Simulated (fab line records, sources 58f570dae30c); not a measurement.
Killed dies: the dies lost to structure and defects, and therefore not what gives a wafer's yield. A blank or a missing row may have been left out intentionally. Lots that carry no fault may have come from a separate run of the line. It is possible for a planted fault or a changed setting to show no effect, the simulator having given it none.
A single fault, viewed from 2 desks || flow berkeley_cmos170 || only its own numbers are on each desk; what lay behind them is given at the end

## TOOL OWNER'S DESK, implanter-01
UCB170_NLDD_IMPLANT_08, tool's own readings: per-lot mean of the sampled wafers with a number, covering each lot this tool ran. Any lot whose mean is over 4 standard deviations away from the usual mean is out of limits and marked OUT; that distance is given in the brackets.
Columns: A = dose_ions_cm2 at UCB170_NLDD_IMPLANT_08, usual 5e+13; B = faraday_current_uA at UCB170_NLDD_IMPLANT_08, usual 159; C = tilt_deg at UCB170_NLDD_IMPLANT_08, usual 6.997 degrees
{"lot": "L345", "first seen here": "day 8 05:22", "A": 5e+13, "B": 162, "C": 6.990}
{"lot": "L347", "first seen here": "day 9 00:43", "A": 5e+13, "B": 159, "C": 6.995}
{"lot": "L350", "first seen here": "day 9 01:11", "A": 5e+13, "B": 158, "C": 6.995}
{"lot": "L353", "first seen here": "day 9 05:05", "A": 5e+13, "B": 158, "C": 7.020}
{"lot": "L354", "first seen here": "day 9 19:26", "A": 5e+13, "B": 159, "C": 6.978}
{"lot": "L357", "first seen here": "day 10 08:05", "A": "3e+13 (-99 or more) OUT", "B": "87 (-22) OUT", "C": 7.005}
{"lot": "L356", "first seen here": "day 10 08:38", "A": "3e+13 (-99 or more) OUT", "B": "88 (-22) OUT", "C": 6.987}
{"lot": "L359", "first seen here": "day 10 19:52", "A": "3e+13 (-99 or more) OUT", "B": "87 (-22) OUT", "C": 6.998}
Finding of this desk: L356, L357, L359 out of limits; the first was L357 at day 10 08:05, on dose_ions_cm2 at UCB170_NLDD_IMPLANT_08. L345, L347, L350, L353, L354: within limits.

## METROLOGY DESK
Means of the sampled wafers that have a number, per lot and without regard to the tool the lot ran on: this is what the gauges read. Any lot whose mean is over 4 standard deviations away from the usual mean is out of limits and marked OUT; that distance is given in the brackets.
Columns: A = ACTIVE_NITRIDE_THK at UCB170_ACTIVE_THK_MEAS_06, usual 220.6 nm; B = NLDD_TW at UCB170_NLDD_TW_MEAS_11, usual 2218; C = NLDD_RS at UCB170_SDANNEAL_RS_MEAS_05, usual 616.0 ohm/sq
{"lot": "L344", "first seen here": "day 5 12:37", "A": 219.9, "B": 2232, "C": 616.1}
{"lot": "L345", "first seen here": "day 5 12:37", "A": 222.8, "B": 2223, "C": 618.7}
{"lot": "L346", "first seen here": "day 6 07:22", "A": 221.4, "B": 2210, "C": 615.2}
{"lot": "L347", "first seen here": "day 6 07:22", "A": 220.4, "B": 2228, "C": 615.6}
{"lot": "L350", "first seen here": "day 6 07:22", "A": 218.3, "B": 2231, "C": 616.3}
{"lot": "L351", "first seen here": "day 6 07:26", "A": 223.0, "B": 2180, "C": 616.9}
{"lot": "L349", "first seen here": "day 6 12:17", "A": 222.1, "B": 2224, "C": 614.0}
{"lot": "L353", "first seen here": "day 6 20:21", "A": 218.9, "B": 2214, "C": 617.1}
{"lot": "L355", "first seen here": "day 7 03:55", "A": 221.7, "B": 2213, "C": 616.7}
{"lot": "L354", "first seen here": "day 7 03:56", "A": 219.8, "B": 2185, "C": 616.4}
{"lot": "L356", "first seen here": "day 7 15:54", "A": 219.7, "B": "2069 (-8.8) OUT", "C": "728.3 (+80) OUT"}
{"lot": "L357", "first seen here": "day 7 15:54", "A": 222.7, "B": "2067 (-8.9) OUT", "C": "729.2 (+81) OUT"}
{"lot": "L358", "first seen here": "day 7 15:55", "A": 222.3, "B": 2227, "C": 613.8}
{"lot": "L359", "first seen here": "day 8 08:19", "A": 221.1, "B": "2065 (-9.0) OUT", "C": "729.9 (+81) OUT"}
{"lot": "L366", "first seen here": "day 9 12:24", "A": 221.9, "B": 2190, "C": 614.6}
This desk's finding: out of limits on L356, L357, L359; first on L357, day 10 08:29 (NLDD_TW at UCB170_NLDD_TW_MEAS_11). L344, L345, L346, L347, L350, L351, L349, L353, L355, L354, L358, L366: within limits.

## BROUGHT TOGETHER
The tool owner's desk could have raised an alarm at day 10 08:05, on L356, L357, L359.
At day 10 08:29 the metrology desk could have sounded an alarm, on L356, L357, L359.
Of the lots named, all ran UCB170_NLDD_IMPLANT_08 on implanter-01.

## WHAT THE SIMULATOR PUT IN
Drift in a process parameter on implanter-01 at UCB170_NLDD_IMPLANT_08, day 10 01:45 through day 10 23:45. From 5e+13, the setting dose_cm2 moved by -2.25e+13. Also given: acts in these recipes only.
Lots struck among those shown: L356, L357, L359.
Counting hours from when the fault started, the first reading out of limits came at 6 for the tool owner's desk and at 7 for the metrology desk.
